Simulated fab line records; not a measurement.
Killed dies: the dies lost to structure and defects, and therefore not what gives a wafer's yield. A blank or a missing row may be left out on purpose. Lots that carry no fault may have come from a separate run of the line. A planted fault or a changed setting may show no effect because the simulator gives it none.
Which tool is to blame? || flow berkeley-cmos170 || 18 wafers sampled from 6 lots at 1 step of a route of 331

## WHAT EACH GAUGE READ, for each wafer
UCB170_CONTACT_CD_MEAS_15 targets a cd of 700 nm.
{"lot": "L441", "measured": "day 6 23:33", "on": "cd-sem-01", "cd-nm (nm)": "699.0 698.4 699.9"}
{"lot": "L444", "measured": "day 7 01:45", "on": "cd-sem-02", "cd-nm (nm)": "700.0 697.9 699.5"}
{"lot": "L452", "measured": "day 8 20:07", "on": "cd-sem-01", "cd-nm (nm)": "700.4 700.2 699.7"}
{"lot": "L453", "measured": "day 9 07:02", "on": "cd-sem-02", "cd-nm (nm)": "700.7 700.3 699.2"}
{"lot": "L462", "measured": "day 11 06:31", "on": "cd-sem-02", "cd-nm (nm)": "701.3 700.8 701.4"}
{"lot": "L464", "measured": "day 11 22:59", "on": "cd-sem-01", "cd-nm (nm)": "700.1 698.7 699.4"}

## WHICH TOOL RAN EACH LOT (tool, then ch and the chambers of the sampled wafers, then the start)
No process step before these readings appears in the record.

## THE ANSWER, worked out from the rows above alone
Rule: usual is defined by the lots themselves. The widest of any qualifying gaps counts: lots, ordered by their means at a reading, are off when they make up no more than a third of the lots, leave a main group of 4 or more, and stand apart from it by 3 or more times the standard deviation of that group's means. Not used: any main group whose means are identical at the precision the tables above print for the reading. Also off: a lot with no number at a reading for which 4 or more lots have one. Where the step has rows for the other lots, those lots are counted as sound.
Nothing can be told from this: no lot is off at any reading shown.

## WHAT THE SIMULATOR PUT IN
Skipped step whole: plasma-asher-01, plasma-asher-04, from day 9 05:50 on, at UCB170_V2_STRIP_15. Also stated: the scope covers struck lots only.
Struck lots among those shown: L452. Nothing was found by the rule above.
